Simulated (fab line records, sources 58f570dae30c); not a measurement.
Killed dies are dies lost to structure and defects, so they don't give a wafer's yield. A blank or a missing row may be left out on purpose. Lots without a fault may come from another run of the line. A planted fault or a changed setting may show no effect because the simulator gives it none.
Split-lot experiment | flow berkeley_cmos170 | 5 lots, 23 wafers read, on a route of 331 steps

THE SPLIT
At UCB170_M3_METAL_ETCH_18 (etches Al in Cl2/BCl3, stops on SiO2, target depth 1170 nm, time 195 s), the setting time_s was moved away from the recipe's 195 s on 5 of the 23 wafers read, by -7.5% to +4.2%. The other wafers ran this setting at the recipe's value.

The file shows no step between the split and the reading.

THE READING
oes_product_au, in a.u., at UCB170_M3_STRIP_19 (strips in O2). Fault-free wafers of this fab line usually give 0.546 a.u., standard deviation 0.0078 a.u..

wafer  | tool, chamber at the split | time_s as run, s | against the recipe | oes_product_au, a.u. | against lot-mates on the recipe
L074.1 | rie_metal-04, 0            | 195              | recipe             | 0.550                | -
L074.2 | rie_metal-04, 1            | 195              | recipe             | 0.533                | -
L074.3 | rie_metal-04, 1            | 195              | recipe             | 0.529                | -
L074.4 | rie_metal-04, 0            | 195              | recipe             | 0.532                | -
L074.6 | rie_metal-04, 1            | 195              | recipe             | 0.530                | -
L076.1 | rie_metal-03, 0            | 195              | recipe             | 0.535                | -
L076.3 | rie_metal-03, 0            | 195              | recipe             | 0.535                | -
L076.4 | rie_metal-03, 1            | 195              | recipe             | 0.549                | -
L076.5 | rie_metal-03, 0            | 195              | recipe             | 0.531                | -
L076.6 | rie_metal-03, 1            | 195              | recipe             | 0.539                | -
L079.1 | rie_metal-04, 1            | 203.1            | +4.2%              | 0.521                | -0.031
L079.2 | rie_metal-04, 0            | 195              | recipe             | 0.539                | -
L079.3 | rie_metal-04, 0            | 195              | recipe             | 0.568                | -
L079.4 | rie_metal-04, 1            | 203.1            | +4.2%              | 0.512                | -0.040
L079.6 | rie_metal-04, 0            | 195              | recipe             | 0.548                | -
L081.1 | rie_metal-02, 1            | 195              | recipe             | 0.539                | -
L081.3 | rie_metal-02, 1            | 180.4            | -7.5%              | 0.589                | +0.049
L081.4 | rie_metal-02, 0            | 180.4            | -7.5%              | 0.587                | +0.047
L081.5 | rie_metal-02, 0            | 180.4            | -7.5%              | 0.590                | +0.050
L081.6 | rie_metal-02, 1            | 195              | recipe             | 0.541                | -
L083.1 | rie_metal-02, 0            | 195              | recipe             | 0.546                | -
L083.2 | rie_metal-02, 1            | 195              | recipe             | 0.546                | -
L083.3 | rie_metal-02, 1            | 195              | recipe             | 0.553                | -

THE FIT
A straight line over all 23 wafers: oes_product_au changes by -0.00625 a.u. for each +1% of time_s; r = -0.90; the points scatter about the line by 0.0091 a.u..
The same after taking each lot's own level away (the mean of its wafers on the recipe; 23 wafers): -0.0069 a.u. for each +1%; r = -0.95; scatter 0.0072 a.u..
On that fit, the largest move of time_s shifts the reading by 0.052 a.u..
The lots' own levels span 0.5348 to 0.5517 a.u., that is 2.2 times the standard deviation above.
So the lot-to-lot level changes the slope little: the two slopes agree.
Check: with one of the wafers moved furthest among these (-7.5%) left out of the fit, the line predicts +0.0514 a.u. for it against its lot-mates. It came out at +0.049 a.u. against them.

OTHER SPLITS ON THESE WAFERS
These wafers also went through other splits before the reading. Each is held against what the fit with the lots' levels taken away leaves over:
other split on the same wafers | wafers away from the commonest value | r with oes_product_au (lot level and that fit taken away)
UCB170_M2_PEB_13 peb_temp_c    | 9                                    | +0.11
UCB170_V2_ETCH_14 time_s       | 9                                    | +0.05

THE WHOLE CHAIN: every reading that the file lists as answering this split, in the file's order
step                    | what it does                                                           | reading                                                                   | change (the file's fit)                   | r (the file's)
UCB170_M3_METAL_ETCH_18 | etches Al in Cl2/BCl3, stops on SiO2, target depth 1170 nm, time 195 s | KrF_of_M3_COAT_10.thk_nm (the simulator's own value, which no gauge read) | -7.22 nm for each +1% of the setting      | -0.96
UCB170_M3_STRIP_19      | strips in O2                                                           | oes_product_au                                                            | -0.00696 a.u. for each +1% of the setting | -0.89

THE FILE'S OWN FIT
oes_product_au changes by -0.00696 a.u. for each +1% of time_s, r = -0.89.
